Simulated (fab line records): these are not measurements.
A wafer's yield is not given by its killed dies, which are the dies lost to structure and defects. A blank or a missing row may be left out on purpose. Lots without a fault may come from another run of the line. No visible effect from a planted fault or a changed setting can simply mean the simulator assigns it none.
Check of tool commonality || flow rit-cmos || 13 lots, 39 wafers sampled

== WHY IT WAS OPENED ==
At RIT_NRETRO_TW_MEAS_10 the reading NRETRO_TW is flagged on 4 of 13 lots. Fault-free wafers read 1055, with a standard deviation of 7.4.
Rule: flag the lot when none of its wafers has a number, or when each of its wafers that has one lies beyond 4 standard deviations from that mean. The rest of the lots are taken to be sound.

{"lot": "L639", "measured": "day 2 05:25", "on": "film-metro-02", "NRETRO_TW, wafer by wafer": "1052 1047 1046", "flag": ""}
{"lot": "L640", "measured": "day 2 11:37", "on": "film-metro-03", "NRETRO_TW, wafer by wafer": "1062 1063 1062", "flag": ""}
{"lot": "L641", "measured": "day 2 16:16", "on": "film-metro-04", "NRETRO_TW, wafer by wafer": "1057 1055 1064", "flag": ""}
{"lot": "L642", "measured": "day 2 21:27", "on": "film-metro-03", "NRETRO_TW, wafer by wafer": "1060 1060 1061", "flag": ""}
{"lot": "L643", "measured": "day 3 01:34", "on": "film-metro-04", "NRETRO_TW, wafer by wafer": "1051 1042 1048", "flag": ""}
{"lot": "L644", "measured": "day 3 06:28", "on": "film-metro-04", "NRETRO_TW, wafer by wafer": "1057 1059 1054", "flag": ""}
{"lot": "L645", "measured": "day 3 11:57", "on": "film-metro-03", "NRETRO_TW, wafer by wafer": "1072 1065 1069", "flag": ""}
{"lot": "L646", "measured": "day 3 16:26", "on": "film-metro-04", "NRETRO_TW, wafer by wafer": "1049 1052 1058", "flag": ""}
{"lot": "L647", "measured": "day 3 22:05", "on": "film-metro-03", "NRETRO_TW, wafer by wafer": "1067 1066 1071", "flag": ""}
{"lot": "L649", "measured": "day 4 08:40", "on": "film-metro-02", "NRETRO_TW, wafer by wafer": "1431 1430 1430", "flag": "FLAGGED"}
{"lot": "L650", "measured": "day 4 13:12", "on": "film-metro-02", "NRETRO_TW, wafer by wafer": "1427 1424 1435", "flag": "FLAGGED"}
{"lot": "L651", "measured": "day 4 17:44", "on": "film-metro-02", "NRETRO_TW, wafer by wafer": "1429 1428 1421", "flag": "FLAGGED"}
{"lot": "L652", "measured": "day 4 23:00", "on": "film-metro-02", "NRETRO_TW, wafer by wafer": "1423 1432 1434", "flag": "FLAGGED"}
Average over the flagged lots: 1429; offset from the usual +374, equal to +50 standard deviations.

== EACH LOT AND THE TOOL IT RAN ON ==
The record keeps 1 process step preceding the reading, out of 202 steps on the route. Every cell lists first the tool, next ch and the chambers used by the sampled wafers, and last the start.
{"lot": "L639", "flag": "", "RIT_NRETRO_IMPLANT_08": "implanter-02 ch 0, day 2 05:07"}
{"lot": "L640", "flag": "", "RIT_NRETRO_IMPLANT_08": "implanter-03 ch 0, day 2 11:19"}
{"lot": "L641", "flag": "", "RIT_NRETRO_IMPLANT_08": "implanter-03 ch 0, day 2 15:56"}
{"lot": "L642", "flag": "", "RIT_NRETRO_IMPLANT_08": "implanter-01 ch 0, day 2 21:07"}
{"lot": "L643", "flag": "", "RIT_NRETRO_IMPLANT_08": "implanter-01 ch 0, day 3 01:17"}
{"lot": "L644", "flag": "", "RIT_NRETRO_IMPLANT_08": "implanter-01 ch 0, day 3 06:09"}
{"lot": "L645", "flag": "", "RIT_NRETRO_IMPLANT_08": "implanter-01 ch 0, day 3 11:37"}
{"lot": "L646", "flag": "", "RIT_NRETRO_IMPLANT_08": "implanter-01 ch 0, day 3 16:07"}
{"lot": "L647", "flag": "", "RIT_NRETRO_IMPLANT_08": "implanter-01 ch 0, day 3 21:47"}
{"lot": "L649", "flag": "FLAGGED", "RIT_NRETRO_IMPLANT_08": "implanter-02 ch 0, day 4 08:20"}
{"lot": "L650", "flag": "FLAGGED", "RIT_NRETRO_IMPLANT_08": "implanter-02 ch 0, day 4 12:52"}
{"lot": "L651", "flag": "FLAGGED", "RIT_NRETRO_IMPLANT_08": "implanter-02 ch 0, day 4 17:25"}
{"lot": "L652", "flag": "FLAGGED", "RIT_NRETRO_IMPLANT_08": "implanter-02 ch 0, day 4 22:41"}
What is done by these steps:
- RIT_NRETRO_IMPLANT_08
- RIT_NRETRO_TW_MEAS_10

== FLAGGED OVER TOTAL, TOOL BY TOOL (the gauges that took the reading come last) ==
{"step": "RIT_NRETRO_IMPLANT_08", "tool": "implanter-01", "lots run": 6, "flagged": 0, "share of the flagged lots": "none", "sound lots run after its first flagged lot": "-"}
{"step": "RIT_NRETRO_IMPLANT_08", "tool": "implanter-02", "lots run": 5, "flagged": 4, "share of the flagged lots": "all", "sound lots run after its first flagged lot": 0}
{"step": "RIT_NRETRO_IMPLANT_08", "tool": "implanter-03", "lots run": 2, "flagged": 0, "share of the flagged lots": "none", "sound lots run after its first flagged lot": "-"}
{"step": "RIT_NRETRO_TW_MEAS_10", "tool": "film-metro-02", "lots run": 5, "flagged": 4, "share of the flagged lots": "all", "sound lots run after its first flagged lot": 0}
{"step": "RIT_NRETRO_TW_MEAS_10", "tool": "film-metro-03", "lots run": 4, "flagged": 0, "share of the flagged lots": "none", "sound lots run after its first flagged lot": "-"}
{"step": "RIT_NRETRO_TW_MEAS_10", "tool": "film-metro-04", "lots run": 4, "flagged": 0, "share of the flagged lots": "none", "sound lots run after its first flagged lot": "-"}

== WHAT THE TABLE ALLOWS ==
implanter-02 at RIT_NRETRO_IMPLANT_08 and film-metro-02 at RIT_NRETRO_TW_MEAS_10 are the 2 rows of the table that ran each flagged lot.
- implanter-02 at RIT_NRETRO_IMPLANT_08 ran 5 lots, 4 of them flagged. Its last sound lot is L639 (day 2 05:07), its first flagged lot L649 (day 4 08:20): a fault that began between those two fits.
- film-metro-02 at RIT_NRETRO_TW_MEAS_10 ran 5 lots, 4 of them flagged. Its last sound lot is L639 (day 2 05:25), its first flagged lot L649 (day 4 08:40): a fault that began between those two fits.
Because each of these 2 tools fits a fault that began at some hour, counting lots does not separate them. More lots, or a look at what each step does to the wafer, might.

== WHAT HAD BEEN PUT IN BY THE SIMULATOR ==
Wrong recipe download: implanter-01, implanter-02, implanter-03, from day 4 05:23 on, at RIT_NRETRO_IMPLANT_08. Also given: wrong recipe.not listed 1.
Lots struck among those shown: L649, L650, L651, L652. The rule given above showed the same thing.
